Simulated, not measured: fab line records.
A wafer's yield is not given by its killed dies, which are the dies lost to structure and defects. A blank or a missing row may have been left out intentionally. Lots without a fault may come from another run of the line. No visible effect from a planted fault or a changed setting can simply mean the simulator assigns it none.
The tool behind it: which one? ; flow rit-cmos ; 7 lots, 21 wafers sampled, at 2 steps of a route of 202

WHAT EACH GAUGE READ, for each wafer
RIT_WELLDRIVE_RS_MEAS_02: a four-point-probe measurement.
lot;measured;on;PWELL_RS (ohm/sq)
L243;day 2 09:31;film-metro-04;430.9 429.1 430.4
L245;day 2 19:08;film-metro-01;430.3 430.9 431.5
L247;day 3 07:14;film-metro-01;429.7 428.3 427.9
L249;day 3 16:40;film-metro-04;430.6 427.5 428.6
L251;day 4 03:12;film-metro-02;428.3 430.0 429.5
L263;day 6 12:55;film-metro-01;429.0 428.5 428.4
L265;day 6 23:20;film-metro-04;430.2 430.8 430.8

WHICH TOOL RAN EACH LOT (tool, then ch and the chambers of the sampled wafers, then the start)
lot;RIT_ACTIVE_STRIP_14
L243;plasma-asher-03 ch 0,1, day 1 19:50
L245;plasma-asher-03 ch 0,1, day 2 05:58
L247;plasma-asher-01 ch 0,1, day 2 16:56
L249;plasma-asher-03 ch 0,1, day 3 03:01
L251;plasma-asher-01 ch 0,1, day 3 11:50
L263;plasma-asher-02 ch 0,1, day 5 23:53
L265;plasma-asher-03 ch 0,1, day 6 09:58
- RIT_ACTIVE_STRIP_14: strips in O2, time 180 s.

THE ANSWER, worked out from the rows above alone
Rule: what is usual is taken from the lots themselves. Put in order of their means at a reading, lots are off if they are a third of the lots or fewer, leave a main group of 4 or more, and stand apart from it by a gap of 3 or more times the standard deviation of the main group's means; of several such gaps the widest counts. The tables above print the reading to a certain number of digits; a main group whose means all agree to those digits is not used. A lot without any number at a reading at which 4 lots or more have one is off too. The other lots that the step has rows for count as sound.
None of the lots is off at any reading shown; this tells nothing.

WHAT THE SIMULATOR HAD PUT IN
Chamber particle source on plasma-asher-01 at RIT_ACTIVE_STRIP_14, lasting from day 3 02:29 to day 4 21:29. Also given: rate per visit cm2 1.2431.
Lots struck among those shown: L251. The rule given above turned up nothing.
